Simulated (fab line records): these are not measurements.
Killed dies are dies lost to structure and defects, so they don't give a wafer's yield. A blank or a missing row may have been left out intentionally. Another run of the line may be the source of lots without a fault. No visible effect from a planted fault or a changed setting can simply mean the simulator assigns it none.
Split-lot trial + flow berkeley-cmos170 + 5 lots, 23 wafers read, on a route of 331 steps

## ON THE SPLIT
At UCB170_M2_COAT_05 (resist thk 900 nm), the setting spin-rpm was moved away from the recipe's 1500 rpm on 10 of the 23 wafers read, by -3.3% to +7.1%. This setting was run at the recipe's value on the other wafers.

The reading is taken at the split's own step.

## THE READING
KrF_of_M2_COAT_05.thk-nm (the simulator's own value, which no gauge read), in nm, at UCB170_M2_COAT_05 (resist thk 900 nm). There is no usual value for it anywhere in the file. Across the 13 wafers here that went through the recipe, the average is 898.4 nm and the standard deviation 2.7 nm.

| wafer  | tool, chamber at the split | spin-rpm as run, rpm | against the recipe | KrF_of_M2_COAT_05.thk-nm, nm | against lot-mates on the recipe |
|--------|----------------------------|----------------------|--------------------|------------------------------|---------------------------------|
| L074.2 | litho-track-02, 0          | 1605                 | +7.0%              | 867.7                        | -27.9                           |
| L074.3 | litho-track-02, 0          | 1605                 | +7.0%              | 866.7                        | -28.9                           |
| L074.4 | litho-track-02, 0          | 1500                 | recipe             | 893                          | -                               |
| L074.5 | litho-track-02, 0          | 1500                 | recipe             | 898.1                        | -                               |
| L074.6 | litho-track-02, 0          | 1500                 | recipe             | 895.6                        | -                               |
| L076.1 | litho-track-04, 0          | 1579                 | +5.3%              | 879.2                        | -19.6                           |
| L076.2 | litho-track-04, 0          | 1579                 | +5.3%              | 880.3                        | -18.6                           |
| L076.3 | litho-track-04, 0          | 1579                 | +5.3%              | 879.3                        | -19.6                           |
| L076.4 | litho-track-04, 0          | 1500                 | recipe             | 900.6                        | -                               |
| L076.5 | litho-track-04, 0          | 1500                 | recipe             | 897.1                        | -                               |
| L078.1 | litho-track-04, 0          | 1500                 | recipe             | 899.4                        | -                               |
| L078.3 | litho-track-04, 0          | 1500                 | recipe             | 898                          | -                               |
| L078.6 | litho-track-04, 0          | 1500                 | recipe             | 902.1                        | -                               |
| L083.1 | litho-track-03, 0          | 1500                 | recipe             | 903.1                        | -                               |
| L083.2 | litho-track-03, 0          | 1500                 | recipe             | 901.2                        | -                               |
| L083.4 | litho-track-03, 0          | 1450                 | -3.3%              | 916.9                        | +14.7                           |
| L083.5 | litho-track-03, 0          | 1450                 | -3.3%              | 919.9                        | +17.7                           |
| L083.6 | litho-track-03, 0          | 1450                 | -3.3%              | 915.7                        | +13.5                           |
| L085.1 | litho-track-02, 0          | 1500                 | recipe             | 897.4                        | -                               |
| L085.2 | litho-track-02, 0          | 1500                 | recipe             | 895.9                        | -                               |
| L085.4 | litho-track-02, 0          | 1500                 | recipe             | 897.5                        | -                               |
| L085.5 | litho-track-02, 0          | 1607                 | +7.1%              | 868.5                        | -28.4                           |
| L085.6 | litho-track-02, 0          | 1607                 | +7.1%              | 865.9                        | -31.0                           |

THE FIT
A straight line over all 23 wafers: KrF_of_M2_COAT_05.thk-nm changes by -4.46 nm for each +1% of spin-rpm; r = -0.98; the points scatter about the line by 3.1 nm.
The same after taking each lot's own level away (the mean of its wafers on the recipe; 23 wafers): -4.1 nm for each +1%; r = -0.99; scatter 1.8 nm.
That fit puts the effect of the largest move of spin-rpm on the reading at 29 nm.
The span of the lots' own levels, 895.57 to 902.15 nm, comes to 2.4 times the standard deviation stated above.
Hence the lot-to-lot level has little effect on the slope; both slopes agree.
Check: with one of the wafers moved furthest among these (+7.1%) left out of the fit, the line predicts -28.8 nm for it against its lot-mates. Against them it came out at -28.4 nm.

## FURTHER SPLITS ON THESE WAFERS
These wafers also went through other splits before the reading. Each is held against what the fit with the lots' levels taken away leaves over:
| other split on the same wafers    | wafers away from the commonest value | r with KrF_of_M2_COAT_05.thk-nm (lot level and that fit taken away) |
|-----------------------------------|--------------------------------------|---------------------------------------------------------------------|
| UCB170_NSD_COAT_01 resist-thk-nm  | 9                                    | -0.09                                                               |
| UCB170_SILICIDE_SPUTTER_01 time-s | 6                                    | -0.10                                                               |
| UCB170_M1_PEB_07 peb-temp-c       | 9                                    | -0.24                                                               |
| UCB170_M1_ETCH_11 source-w        | 9                                    | -0.14                                                               |
| UCB170_V1_PEB_10 peb-temp-c       | 7                                    | -0.14                                                               |

## THE WHOLE CHAIN: every reading that the file lists as answering this split, in the file's order
| step               | what it does      | reading                                                                   | change (the file's fit)              | r (the file's) |
|--------------------|-------------------|---------------------------------------------------------------------------|--------------------------------------|----------------|
| UCB170_M2_COAT_05  | resist thk 900 nm | KrF_of_M2_COAT_05.thk-nm (the simulator's own value, which no gauge read) | -4.06 nm for each +1% of the setting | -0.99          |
| UCB170_M2_STRIP_07 | strips in O2      | strip-time-to-endpoint-s                                                  | withheld for each +1% of the setting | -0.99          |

## THE FILE'S OWN FIT
KrF_of_M2_COAT_05.thk-nm changes by -4.06 nm for each +1% of spin-rpm, r = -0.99.
